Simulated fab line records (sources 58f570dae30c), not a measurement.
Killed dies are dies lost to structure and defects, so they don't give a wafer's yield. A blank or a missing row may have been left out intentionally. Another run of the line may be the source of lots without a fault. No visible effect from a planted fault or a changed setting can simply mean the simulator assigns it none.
Tool commonality check + flow berkeleyCmos170 + 14 lots and 42 wafers in the sample

## THE REASON FOR OPENING IT
UCB170_PVT_TW_MEAS_09, reading PVT_TW: flagged on 2 of 14 lots. No-fault wafers: 503, standard deviation 3.8.
Rule: a lot is flagged when every wafer of it that has a number lies more than 4 standard deviations from that mean, or none has a number. The other lots count as sound.

| lot  | measured     | on           | PVT_TW, wafer by wafer | flag    |
|------|--------------|--------------|------------------------|---------|
| L178 | day 6 17:35  | filmMetro-03 | 509 507 507            |         |
| L179 | day 6 17:49  | filmMetro-02 | 503 503 505            |         |
| L181 | day 6 18:06  | filmMetro-02 | 504 505 502            |         |
| L180 | day 6 18:22  | filmMetro-04 | 499 499 503            |         |
| L183 | day 7 11:43  | filmMetro-03 | 504 506 508            |         |
| L182 | day 7 11:58  | filmMetro-03 | 504 507 507            |         |
| L186 | day 8 07:35  | filmMetro-02 | 501 501 504            |         |
| L184 | day 8 08:18  | filmMetro-04 | 497 493 496            |         |
| L188 | day 8 14:46  | filmMetro-03 | 468 468 470            | FLAGGED |
| L191 | day 9 17:10  | filmMetro-02 | 466 466 465            | FLAGGED |
| L195 | day 10 02:35 | filmMetro-02 | 507 505 505            |         |
| L197 | day 11 06:51 | filmMetro-02 | 505 507 503            |         |
| L199 | day 11 07:20 | filmMetro-03 | 506 510 508            |         |
| L201 | day 11 18:42 | filmMetro-04 | 500 501 500            |         |
The numbers of the flagged lots are 467 on average: -36 against the usual, or -9 standard deviations.

## WHICH TOOL RAN EACH LOT
The record holds 1 process step before the reading, out of a route of 331 steps. Cell contents, in order: the tool; ch with the chambers the sampled wafers went through; the start.
| lot  | flag    | UCB170_PVT_IMPLANT_07           |
|------|---------|---------------------------------|
| L178 |         | implanter-02 ch 0, day 6 17:22  |
| L179 |         | implanter-03 ch 0, day 6 17:34  |
| L181 |         | implanter-02 ch 0, day 6 17:53  |
| L180 |         | implanter-01 ch 0, day 6 18:08  |
| L183 |         | implanter-01 ch 0, day 7 11:31  |
| L182 |         | implanter-03 ch 0, day 7 11:43  |
| L186 |         | implanter-03 ch 0, day 8 07:20  |
| L184 |         | implanter-01 ch 0, day 8 08:04  |
| L188 | FLAGGED | implanter-03 ch 0, day 8 14:29  |
| L191 | FLAGGED | implanter-03 ch 0, day 9 16:55  |
| L195 |         | implanter-02 ch 0, day 10 02:20 |
| L197 |         | implanter-01 ch 0, day 11 06:37 |
| L199 |         | implanter-01 ch 0, day 11 07:05 |
| L201 |         | implanter-01 ch 0, day 11 18:27 |
What these steps do:
- UCB170_PVT_IMPLANT_07
- UCB170_PVT_TW_MEAS_09

## FLAGGED AGAINST TOTAL, ONE TOOL AT A TIME (gauges that did the reading follow at the end)
| step                  | tool         | lots run | flagged | share of the flagged lots | sound lots run after its first flagged lot |
|-----------------------|--------------|----------|---------|---------------------------|--------------------------------------------|
| UCB170_PVT_IMPLANT_07 | implanter-01 | 6        | 0       | none                      | -                                          |
| UCB170_PVT_IMPLANT_07 | implanter-02 | 3        | 0       | none                      | -                                          |
| UCB170_PVT_IMPLANT_07 | implanter-03 | 5        | 2       | all                       | 0                                          |
| UCB170_PVT_TW_MEAS_09 | filmMetro-02 | 6        | 1       | some                      | 2 (L195,L197)                              |
| UCB170_PVT_TW_MEAS_09 | filmMetro-03 | 5        | 1       | some                      | 1 (L199)                                   |
| UCB170_PVT_TW_MEAS_09 | filmMetro-04 | 3        | 0       | none                      | -                                          |

## WHAT THE TABLE ALLOWS
In the table, 1 row covers all flagged lots: implanter-03 at UCB170_PVT_IMPLANT_07.
- implanter-03 at UCB170_PVT_IMPLANT_07 ran 5 lots, 2 of them flagged. It ran its last sound lot, L186, at day 8 07:20 and its first flagged lot, L188, at day 8 14:29: a fault with its onset between the two fits. Its own readings (beamOnS, faradayCurrentUA) fall more than 4 standard deviations out on all wafers of the flagged lots.
Left over: one tool, implanter-03 at UCB170_PVT_IMPLANT_07.

## WHAT THE SIMULATOR PUT IN
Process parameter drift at UCB170_PVT_IMPLANT_07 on implanter-03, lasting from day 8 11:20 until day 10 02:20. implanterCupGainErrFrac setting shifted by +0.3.
Shown lots that were struck: L188, L191. The rule above reached the same finding.
